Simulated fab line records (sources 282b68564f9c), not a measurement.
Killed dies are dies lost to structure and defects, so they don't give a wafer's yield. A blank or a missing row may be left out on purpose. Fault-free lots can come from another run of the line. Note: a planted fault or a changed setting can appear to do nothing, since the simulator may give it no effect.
Problem report, 8D (eight disciplines) form, completed by code + flow ritCmos + the parts of the form that need people (team, actions taken, sign-off) are left out

## 1. WHAT WENT WRONG
PLDD_TW at RIT_PLDD_TW_MEAS_10 reads a mean of 2535 on 6 wafers of 2 lots; wafers without a fault read 2345 with a standard deviation of 23. That is +8.3 standard deviations from the usual mean.
The first sign was on wafer L119.1 at day 7 04:40, on filmMetro-03. At this step, 42 wafers from 14 lots have a number in the record. Rule for "out", or "out of limits": more than 4 standard deviations from the usual mean. Any other wafer with a number is counted as sound.

## 2. WHAT IT IS; WHAT IT IS NOT
| question                    | is                         | is not                                                                 |
|-----------------------------|----------------------------|------------------------------------------------------------------------|
| which readings at this step | PLDD_TW                    | -                                                                      |
| which lots                  | L119, L120                 | L101, L102, L103, L104, L108, L109, L110, L114, L117, L118, L121, L999 |
| which wafers of those lots  | all that have a number     | -                                                                      |
| read on which gauges        | filmMetro-01, filmMetro-03 | filmMetro-04                                                           |
| when                        | from day 7 04:40           | up to then (33 sound wafers); but 3 sound wafers of L121 came after    |

## 3. THE SUSPECTS, EACH WITH WHAT RULES IT OUT
Counting: a tool stays on the suspect list if, at a process step up to the reading, it processed all lots that are out and no sound lot following the first of them.
- ruled out: the gauge at RIT_PLDD_TW_MEAS_10. Those wafers that are out were read across 2 gauges (filmMetro-01, filmMetro-03).
- implanter-02 at RIT_PLDD_IMPLANT_08: kept. Every lot that is out went through it, starting with L119 (day 7 04:21), and after that it ran no sound lot; the last sound lot it ran before then is L114 (day 6 02:45). Its own readings are out on those wafers: beamEnergyKeV.
After counting, what remains is implanter-02 at RIT_PLDD_IMPLANT_08.

## 4. THE CAUSE (what the simulator had put in)
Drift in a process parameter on implanter-02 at RIT_PLDD_IMPLANT_08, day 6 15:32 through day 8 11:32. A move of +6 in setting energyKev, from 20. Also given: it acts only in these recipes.
This tool alone remained once counting was done.

## 5. SEQUENCE OF EFFECTS, ordered by route
Rows list readings where the struck wafers' mean (over those with a number) sits beyond 3 standard deviations from the usual. Readings are gone through only where the record gives a usual standard deviation; hours: the median, over the lots, of the time from a lot's start at the first step in this table giving one to that lot's start at this step; sigmas: the change measured in usual standard deviations.
| hours | step                    | reading       | usual        | on struck wafers | change | sigmas      |
|-------|-------------------------|---------------|--------------|------------------|--------|-------------|
| 0     | RIT_PLDD_IMPLANT_08     | beamEnergyKeV | 20.000       | 25.998           | +5.998 | +99 or more |
| 0     | RIT_PLDD_TW_MEAS_10     | PLDD_TW       | 2345         | 2535             | +190   | +8.3        |
| 7     | RIT_SDANNEAL_RS_MEAS_06 | PLDD_RS       | 178.6 ohm/sq | 163.5            | -15.1  | -28         |
Process steps it contains:
- RIT_PLDD_IMPLANT_08

## 6. WHAT WOULD HAVE CAUGHT IT SOONER
13 hours passed between the start of the fault at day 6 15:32 and the first reading out of limits at a measuring or inspecting step in this record, taken at day 7 04:40.
Tool's own readings at RIT_PLDD_IMPLANT_08, beamEnergyKeV: out on all struck wafers the step has rows for; an alarm limit on them would have tripped on the first.
L120, from the lots that are out (2), started RIT_PLDD_IMPLANT_08 on implanter-02 later than day 7 04:40. A hold on the tool at that time would have spared it.
